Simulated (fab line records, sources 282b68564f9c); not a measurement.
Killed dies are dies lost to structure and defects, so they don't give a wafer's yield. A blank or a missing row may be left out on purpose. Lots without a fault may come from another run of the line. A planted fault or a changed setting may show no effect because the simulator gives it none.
Which tool did it? | flow rit_cmos | 15 lots, 45 wafers sampled, at 4 steps of a route of 202

WHAT THE GAUGES READ, wafer by wafer
The record holds no reading of a measuring or inspecting step that can be judged against a usual standard deviation.

WHICH TOOL RAN EACH LOT (tool, then ch and the chambers of the sampled wafers, then the start)
lot  | RIT_ACTIVE_DEVELOP_10            | RIT_ACTIVE_STRIP_14                 | RIT_CONTACT_STRIP_12                | RIT_M1_PROBE_99
L260 | litho_track-01 ch 0, day 1 16:00 | plasma_asher-04 ch 0,1, day 1 17:23 | plasma_asher-02 ch 0,1, day 3 11:01 | -
L261 | litho_track-01 ch 0, day 1 19:00 | plasma_asher-01 ch 0,1, day 1 20:19 | plasma_asher-02 ch 0,1, day 3 12:20 | prober-02, day 3 17:15
L262 | litho_track-02 ch 0, day 2 01:00 | plasma_asher-01 ch 0,1, day 2 01:42 | plasma_asher-02 ch 0,1, day 3 19:01 | -
L263 | litho_track-02 ch 0, day 2 05:00 | plasma_asher-03 ch 0,1, day 2 06:01 | plasma_asher-02 ch 0,1, day 3 21:25 | -
L264 | litho_track-01 ch 0, day 2 10:00 | plasma_asher-01 ch 0,1, day 2 11:15 | plasma_asher-02 ch 0,1, day 4 04:19 | -
L266 | litho_track-02 ch 0, day 2 20:00 | plasma_asher-01 ch 0,1, day 2 20:58 | plasma_asher-01 ch 0,1, day 4 16:52 | -
L267 | litho_track-01 ch 0, day 3 03:00 | plasma_asher-04 ch 0,1, day 3 04:02 | plasma_asher-01 ch 0,1, day 4 22:22 | prober-02, day 5 04:46
L268 | litho_track-03 ch 0, day 3 06:00 | plasma_asher-04 ch 0,1, day 3 07:31 | plasma_asher-01 ch 0,1, day 5 04:56 | -
L270 | litho_track-03 ch 0, day 3 16:00 | plasma_asher-03 ch 0, day 3 17:00   | plasma_asher-01 ch 0,1, day 5 10:41 | prober-02, day 5 15:26
L272 | litho_track-02 ch 0, day 4 02:00 | plasma_asher-04 ch 0,1, day 4 02:54 | plasma_asher-01 ch 0,1, day 5 22:10 | prober-02, day 6 03:01
L273 | litho_track-02 ch 0, day 4 09:00 | plasma_asher-01 ch 0,1, day 4 09:53 | plasma_asher-02 ch 0,1, day 6 05:04 | -
L274 | litho_track-03 ch 0, day 4 14:00 | plasma_asher-03 ch 0,1, day 4 15:19 | plasma_asher-03 ch 0,1, day 6 09:43 | prober-02, day 6 14:44
L277 | litho_track-03 ch 0, day 5 04:00 | plasma_asher-03 ch 0,1, day 5 04:38 | -                                   | prober-01, day 7 01:44
L278 | litho_track-03 ch 0, day 5 08:00 | plasma_asher-01 ch 0,1, day 5 08:50 | -                                   | prober-02, day 7 08:28
L280 | litho_track-03 ch 0, day 5 19:00 | plasma_asher-01 ch 0,1, day 5 20:01 | -                                   | prober-02, day 7 19:06
- RIT_ACTIVE_DEVELOP_10: develop time 50 s.
- RIT_ACTIVE_STRIP_14: strips in O2, time 180 s.
- RIT_CONTACT_STRIP_12: strips in O2, time 180 s.
- RIT_M1_PROBE_99

WHAT THE TOOLS THEMSELVES READ (means of the sampled wafers that have a number; where no wafer has one, the mark that the record gives instead)
RIT_ACTIVE_DEVELOP_10. Usual: exhaust_pa 45.3 Pa, standard deviation 1; resist_line_temp_C 23.00 C, standard deviation 0.1.
lot  | tool           | exhaust_pa (Pa) | resist_line_temp_C (C) | flag
L260 | litho_track-01 | 46.7            | 22.98                  |
L261 | litho_track-01 | 44.8            | 22.87                  |
L262 | litho_track-02 | 44.8            | 22.96                  |
L263 | litho_track-02 | 45.9            | 22.92                  |
L264 | litho_track-01 | 45.8            | 22.99                  |
L266 | litho_track-02 | 44.1            | 22.98                  |
L267 | litho_track-01 | 45.2            | 22.98                  |
L268 | litho_track-03 | 45.1            | 22.96                  |
L270 | litho_track-03 | 46.7            | 23.13                  |
L272 | litho_track-02 | 45.1            | 23.02                  |
L273 | litho_track-02 | 44.7            | 22.98                  |
L274 | litho_track-03 | 44.7            | 22.99                  |
L277 | litho_track-03 | 46.8            | 22.94                  |
L278 | litho_track-03 | 45.2            | 22.89                  |
L280 | litho_track-03 | 45.9            | 23.00                  |

RIT_ACTIVE_STRIP_14. Usual: drypump_motor_current_A 5.6 A, standard deviation 0.37; o2_flow_sccm 4000 sccm, standard deviation 11.
lot  | tool            | drypump_motor_current_A (A) | o2_flow_sccm (sccm) | flag
L260 | plasma_asher-04 | 5.3                         | 4001                |
L261 | plasma_asher-01 | 5.8                         | 4002                |
L262 | plasma_asher-01 | 6.0                         | 4012                |
L263 | plasma_asher-03 | 5.5                         | 3998                |
L264 | plasma_asher-01 | 5.8                         | 4006                |
L266 | plasma_asher-01 | 5.9                         | 4003                |
L267 | plasma_asher-04 | 5.3                         | 4002                |
L268 | plasma_asher-04 | 5.5                         | 3992                |
L270 | plasma_asher-03 | 6.0                         | 4007                |
L272 | plasma_asher-04 | 5.3                         | 3996                |
L273 | plasma_asher-01 | 5.9                         | 3990                |
L274 | plasma_asher-03 | 5.5                         | 3997                |
L277 | plasma_asher-03 | 5.7                         | 4012                |
L278 | plasma_asher-01 | 5.8                         | 4007                |
L280 | plasma_asher-01 | 5.8                         | 3997                |

RIT_CONTACT_STRIP_12. Usual: drypump_motor_current_A 5.8 A, standard deviation 0.53; o2_flow_sccm 4000 sccm, standard deviation 14.
lot  | tool            | drypump_motor_current_A (A) | o2_flow_sccm (sccm) | flag
L260 | plasma_asher-02 | 5.6                         | 3998                |
L261 | plasma_asher-02 | 5.6                         | 4000                |
L262 | plasma_asher-02 | 5.6                         | 3998                |
L263 | plasma_asher-02 | 5.7                         | 4000                |
L264 | plasma_asher-02 | 6.0                         | 4027                |
L266 | plasma_asher-01 | 5.8                         | 4004                |
L267 | plasma_asher-01 | 5.8                         | 4009                |
L268 | plasma_asher-01 | 5.9                         | 4006                |
L270 | plasma_asher-01 | 5.8                         | 4009                |
L272 | plasma_asher-01 | 5.8                         | 3996                |
L273 | plasma_asher-02 | 5.6                         | 3987                |
L274 | plasma_asher-03 | 5.7                         | 3994                |

RIT_M1_PROBE_99. Usual: killed_at_contacts 0.1, standard deviation 0.23; killed_at_front_end 7, standard deviation 3; killed_dies 7, standard deviation 3; killed_on_rim 1.8, standard deviation 1.5; killed_open 3.3, standard deviation 1.8; killed_short 3.3, standard deviation 2.2.
lot  | tool      | killed_at_contacts | killed_at_front_end | killed_dies | killed_on_rim | killed_open | killed_short | flag
L261 | prober-02 | 0.0                | 4                   | 4           | 1.7           | 3.0         | 1.3          |
L267 | prober-02 | 0.0                | 6                   | 6           | 1.7           | 3.7         | 2.3          |
L270 | prober-02 | 0.0                | 7                   | 7           | 2.0           | 3.7         | 3.7          |
L272 | prober-02 | 0.0                | 6                   | 6           | 1.3           | 4.0         | 2.3          |
L274 | prober-02 | 0.0                | 9                   | 9           | 2.7           | 4.3         | 5.0          |
L277 | prober-01 | 0.3                | 202                 | 202         | 68.7          | 3.7         | 3.7          | OFF
L278 | prober-02 | 0.0                | 149                 | 149         | 61.7          | 3.3         | 3.7          | OFF
L280 | prober-02 | 0.0                | 158                 | 158         | 64.7          | 4.3         | 5.0          | OFF

THE ANSWER, worked out from the rows above alone
Rule: a lot is off if the mean of its wafers that have a number lies more than 3 standard deviations from the usual mean. A lot without any number at a reading at which 4 lots or more have one is off too. The other lots that the step has rows for count as sound. The gauges are gone through in route order, then the tools' own readings, and for those a lot's mean is taken as printed above. The first step at which some lot is off is used, and at that step the reading that is off furthest; a lot without a number counts as furthest.
Off: L277, L278, L280, at RIT_M1_PROBE_99 (killed_at_front_end). Neither off nor sound, because the step has no rows for them: L260, L262, L263, L264, L266, L268, L273.
A tool fits if, at that step or a process step before it, it ran every lot that is off, and no sound lot after the first of them. One fits: litho_track-03 at RIT_ACTIVE_DEVELOP_10. Its last sound lot is L274 (day 4 14:00), its first lot that is off L277 (day 5 04:00): a fault that began between those two fits.

WHAT THE SIMULATOR HAD PUT IN
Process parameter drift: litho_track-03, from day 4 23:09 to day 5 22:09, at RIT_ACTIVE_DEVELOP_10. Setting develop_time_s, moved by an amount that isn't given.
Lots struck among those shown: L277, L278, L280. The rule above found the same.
